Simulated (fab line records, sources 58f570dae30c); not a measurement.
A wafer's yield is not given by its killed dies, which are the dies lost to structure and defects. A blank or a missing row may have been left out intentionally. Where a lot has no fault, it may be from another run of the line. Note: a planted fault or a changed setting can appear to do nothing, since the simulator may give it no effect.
Which tool is to blame?    flow berkeley-cmos170    Sampling: 14 lots, 42 wafers, 6 of 331 route steps

WHAT THE GAUGES SHOWED, per wafer
UCB170_ACTIVE_OVL_MEAS_14. Usual: for ACTIVE_OVL the level is 0 nm and the standard deviation is 4.3.
lot   measured     on          ACTIVE_OVL (nm)  flag
L572  day 5 17:05  overlay-02  -1 -4 3          
L574  day 5 17:18  overlay-01  1 1 -1           
L577  day 6 01:37  overlay-01  3 -1 -2          
L576  day 6 01:49  overlay-02  -4 -4 4          
L578  day 6 08:13  overlay-01  -8 -6 -7         
L579  day 6 08:30  overlay-01  -3 -4 -7         
L581  day 6 18:51  overlay-01  -2 -3 2          
L580  day 6 19:07  overlay-02  2 3 2            
L584  day 7 01:41  overlay-01  -3 2 7           
L583  day 7 02:17  overlay-02  3 3 14           
L585  day 8 03:23  overlay-01  -1 -4 -6         
L588  day 8 08:05  overlay-02  2 4 -3           
L589  day 8 14:33  overlay-02  1 3 0            
L590  day 8 14:49  overlay-02  8 3 -1           

UCB170_FIELD_THK_MEAS_90. Usual: for FIELD_OXIDE_LEFT_1_THK the level is 438 nm and the standard deviation is 9.6.
lot   measured     on             FIELD_OXIDE_LEFT_1_THK (nm)  flag
L572  day 6 14:32  film-metro-03  428 442 445                  
L574  day 6 14:31  film-metro-01  441 440 435                  
L577  day 6 22:07  film-metro-01  435 438 433                  
L576  day 6 22:07  film-metro-02  437 442 442                  
L578  day 6 22:07  film-metro-03  446 463 439                  
L579  day 7 03:32  film-metro-02  433 440 446                  
L581  day 7 14:50  film-metro-02  455 450 450                  
L580  day 7 14:50  film-metro-01  444 450 461                  
L584  day 8 01:33  film-metro-01  431 428 436                  
L583  day 8 01:34  film-metro-02  430 434 431                  
L585  day 8 21:23  film-metro-03  432 442 435                  
L588  day 9 03:51  film-metro-02  432 425 422                  
L589  day 9 08:39  film-metro-01  477 467 472                  OFF
L590  day 9 08:39  film-metro-03  490 484 479                  OFF

UCB170_SCREENOX_THK_MEAS_02. Usual: for SCREENOX_OXIDE_THK the level is 14.30 nm and the standard deviation is 0.22.
lot   measured     on             SCREENOX_OXIDE_THK (nm)  flag
L572  day 7 01:20  film-metro-02  13.81 13.97 14.26        
L574  day 7 01:19  film-metro-03  14.59 14.47 14.33        
L577  day 7 09:20  film-metro-02  14.57 14.49 14.38        
L576  day 7 09:20  film-metro-04  14.39 14.19 14.36        
L578  day 7 09:23  film-metro-03  14.30 14.44 14.27        
L579  day 7 20:10  film-metro-02  14.37 14.38 14.08        
L581  day 8 05:45  film-metro-02  14.10 14.25 13.97        
L580  day 8 05:44  film-metro-03  14.17 14.35 14.30        
L584  day 8 13:04  film-metro-03  14.32 14.07 14.40        
L583  day 8 13:05  film-metro-04  14.15 14.34 14.45        
L585  day 9 07:50  film-metro-04  14.36 14.40 14.40        
L588  day 9 17:19  film-metro-04  14.34 14.53 14.40        
L589  day 9 17:23  film-metro-04  14.05 13.71 13.87        
L590  day 9 17:19  film-metro-02  14.51 14.25 14.26        

UCB170_NVT_TW_MEAS_09. Usual: for NVT_TW the level is 524 and the standard deviation is 3.8.
lot   measured     on             NVT_TW       flag
L572  day 7 09:23  film-metro-01  525 526 524  
L574  day 7 09:44  film-metro-03  527 526 523  
L577  day 7 19:16  film-metro-01  523 526 525  
L576  day 7 19:50  film-metro-01  525 521 526  
L578  day 7 19:32  film-metro-03  530 524 526  
L579  day 8 02:34  film-metro-03  523 523 528  
L581  day 8 12:10  film-metro-04  522 522 524  
L580  day 8 12:22  film-metro-01  526 523 524  
L584  day 8 21:22  film-metro-01  522 523 521  
L583  day 8 21:08  film-metro-04  522 524 523  
L585  day 9 14:22  film-metro-04  521 521 521  
L588  day 9 23:18  film-metro-04  520 521 523  
L589  day 9 23:35  film-metro-04  523 520 524  
L590  day 9 23:25  film-metro-03  529 528 528  

UCB170_FIELD_THK_MEAS_91. Usual: for FIELD_OXIDE_LEFT_2_THK the level is 349 nm and the standard deviation is 9.6.
lot   measured      on             FIELD_OXIDE_LEFT_2_THK (nm)  flag
L572  day 7 11:14   film-metro-03  341 355 357                  
L574  day 7 11:57   film-metro-03  352 351 347                  
L577  day 7 21:22   film-metro-03  347 350 345                  
L576  day 7 21:39   film-metro-01  349 354 354                  
L578  day 7 21:36   film-metro-01  356 374 350                  
L579  day 8 04:42   film-metro-02  345 352 358                  
L581  day 8 14:13   film-metro-01  368 363 363                  
L580  day 8 14:16   film-metro-03  356 361 373                  
L584  day 9 00:22   film-metro-03  344 340 348                  
L583  day 9 00:28   film-metro-02  341 346 343                  
L585  day 9 18:59   film-metro-01  343 354 346                  
L588  day 10 03:45  film-metro-03  344 337 333                  
L589  day 10 04:28  film-metro-03  389 378 384                  OFF
L590  day 10 04:00  film-metro-02  402 395 390                  OFF

WHICH TOOL RAN EACH LOT (tool, then ch and the chambers of the sampled wafers, then the start)
lot   UCB170_FIELD_WET_ETCH_06
L572  wet-bench-03 ch 2, day 6 14:31
L574  wet-bench-03 ch 0, day 6 14:31
L577  wet-bench-03 ch 1, day 6 22:06
L576  wet-bench-03 ch 3, day 6 22:06
L578  wet-bench-03 ch 1, day 6 22:06
L579  wet-bench-01 ch 2, day 7 03:31
L581  wet-bench-01 ch 2, day 7 14:49
L580  wet-bench-01 ch 2, day 7 14:49
L584  wet-bench-01 ch 0, day 8 01:32
L583  wet-bench-01 ch 3, day 8 01:32
L585  wet-bench-03 ch 1, day 8 21:22
L588  wet-bench-04 ch 0, day 9 03:50
L589  wet-bench-03 ch 3, day 9 08:38
L590  wet-bench-03 ch 1, day 9 08:38
- UCB170_FIELD_WET_ETCH_06: etches SiO2 in BOE, time 22 s.

AS READ BY THE TOOLS THEMSELVES (means over the sampled wafers that have a number; for cases with no such wafer, the mark the record gives instead)
UCB170_FIELD_WET_ETCH_06. Usual: run-length-s at 51.0 s, with a standard deviation of 2.3.
lot   tool          run-length-s (s)  flag
L572  wet-bench-03  48.6              
L574  wet-bench-03  49.1              
L577  wet-bench-03  54.8              
L576  wet-bench-03  54.3              
L578  wet-bench-03  55.0              
L579  wet-bench-01  49.3              
L581  wet-bench-01  53.8              
L580  wet-bench-01  54.1              
L584  wet-bench-01  48.7              
L583  wet-bench-01  49.8              
L585  wet-bench-03  50.5              
L588  wet-bench-04  50.8              
L589  wet-bench-03  35.4              OFF
L590  wet-bench-03  34.1              OFF

THE ANSWER, worked out from the rows above alone
Rule: take the mean of a lot's wafers that have a number; if it is more than 3 standard deviations from the usual mean, the lot is off. Also off: a lot with no number at a reading for which 4 or more lots have one. All remaining lots with rows at the step are treated as sound. The gauges are gone through in route order, then the tools' own readings, and for those a lot's mean is taken as printed above. At the first step where some lot is off, the reading lying furthest off is the one used; lots without a number count as furthest.
Off: at UCB170_FIELD_THK_MEAS_90 (FIELD_OXIDE_LEFT_1_THK), L589, L590.
A tool fits if, at a process step before that reading, it ran every lot that is off, and no sound lot after the first of them. The gauges at UCB170_FIELD_THK_MEAS_90 aren't tried: what is off there is off at UCB170_FIELD_WET_ETCH_06 too, on other tools, and a gauge's error can't cause that. One fits: wet-bench-03 at UCB170_FIELD_WET_ETCH_06. A fault onset in the window from L585 (day 8 21:22, its last sound lot) to L589 (day 9 08:38, its first lot off) fits.
The tool's own readings at UCB170_FIELD_WET_ETCH_06 bear it out: on the lots that are off they differ by more than 5 times the standard deviation of the sound lots' means. run-length-s reads 34.8 s there against 51.6 s on the sound lots.

WHAT THE SIMULATOR PUT IN
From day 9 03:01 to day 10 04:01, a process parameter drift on wet-bench-03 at UCB170_FIELD_WET_ETCH_06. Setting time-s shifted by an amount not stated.
Shown lots that were struck: L589, L590. This agrees with what the rule above found.
